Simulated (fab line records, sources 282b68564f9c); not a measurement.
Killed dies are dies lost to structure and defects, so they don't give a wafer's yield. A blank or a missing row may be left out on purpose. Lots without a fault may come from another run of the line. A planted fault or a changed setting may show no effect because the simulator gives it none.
Problem report in the 8D (eight disciplines) form, filled by code | flow rit_cmos | the parts of the form that need people (team, actions taken, sign-off) are left out

1. THE PROBLEM
NSD_RS at RIT_SDANNEAL_RS_MEAS_05 reads a mean of 81.35 ohm/sq on 6 wafers of 2 lots; wafers without a fault read 84.58 ohm/sq with a standard deviation of 0.25. That is -13 standard deviations from the usual mean.
The step: measures by four-point-probe.
First seen on wafer L514.2, day 6 17:17, on film_metro-02. The record holds 42 wafers of 14 lots with a number at this step. Rule for "out", or "out of limits": more than 4 standard deviations from the usual mean. The other wafers with a number count as sound.

2. WHAT IT IS AND WHAT IT IS NOT
question                    | is                           | is not
which readings at this step | NSD_RS                       | -
which lots                  | L514, L516                   | L498, L499, L500, L502, L503, L506, L509, L510, L511, L512, L513, L515
which wafers of those lots  | all that have a number       | -
read on which gauges        | film_metro-02, film_metro-04 | film_metro-03
when                        | from day 6 17:17             | up to then (33 sound wafers); but 3 sound wafers of L515 came after

3. SUSPECTS, AND WHAT RULES EACH OUT
Counting: a tool at a process step up to the reading stays a suspect if it ran every lot that is out and no sound lot after the first of them.
- the gauge at RIT_SDANNEAL_RS_MEAS_05: ruled out. The wafers that are out were read on 2 gauges (film_metro-02, film_metro-04).
- implanter-04 at RIT_NSD_IMPLANT_08: kept. It ran every lot that is out, first L514 (day 6 14:54), and no sound lot after that; its last sound lot up to then is L513 (day 6 08:54). Its own readings are out on those wafers: dose_ions_cm2.
Left after counting: implanter-04 at RIT_NSD_IMPLANT_08.

4. THE CAUSE (what the simulator had put in)
Process parameter drift: implanter-04, from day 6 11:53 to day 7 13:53, at RIT_NSD_IMPLANT_08. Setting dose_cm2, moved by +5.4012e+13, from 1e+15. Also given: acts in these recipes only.
Counting left only this tool.

5. THE CHAIN OF EFFECTS, in route order
Each row: a reading whose mean over the struck wafers that have a number lies more than 3 standard deviations from the usual. Only readings for which the record gives a usual standard deviation are gone through. hours: the time from each lot's start at the first step in this table that gives one to its start at this step, as a median over the lots. sigmas: the change in usual standard deviations.
hours | step                    | reading       | usual        | on struck wafers | change      | sigmas
0     | RIT_NSD_IMPLANT_08      | dose_ions_cm2 | 1.0001e+15   | 1.0543e+15       | +5.4183e+13 | +49
3     | RIT_SDANNEAL_RS_MEAS_05 | NSD_RS        | 84.58 ohm/sq | 81.35            | -3.23       | -13
The process steps in it:
- RIT_NSD_IMPLANT_08

6. WHAT WOULD HAVE CAUGHT IT SOONER
In this record the first reading out of limits at a measuring or inspecting step was taken at day 6 17:17, 5 hours after the fault began at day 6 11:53.
The tool's own readings at RIT_NSD_IMPLANT_08 were out on every struck wafer that the step has a row for (dose_ions_cm2): an alarm limit on them would have fired on the first of those.
Of the lots that are out (2), L516 began RIT_NSD_IMPLANT_08 on implanter-04 after day 6 17:17. A hold on the tool at that time would have spared it.
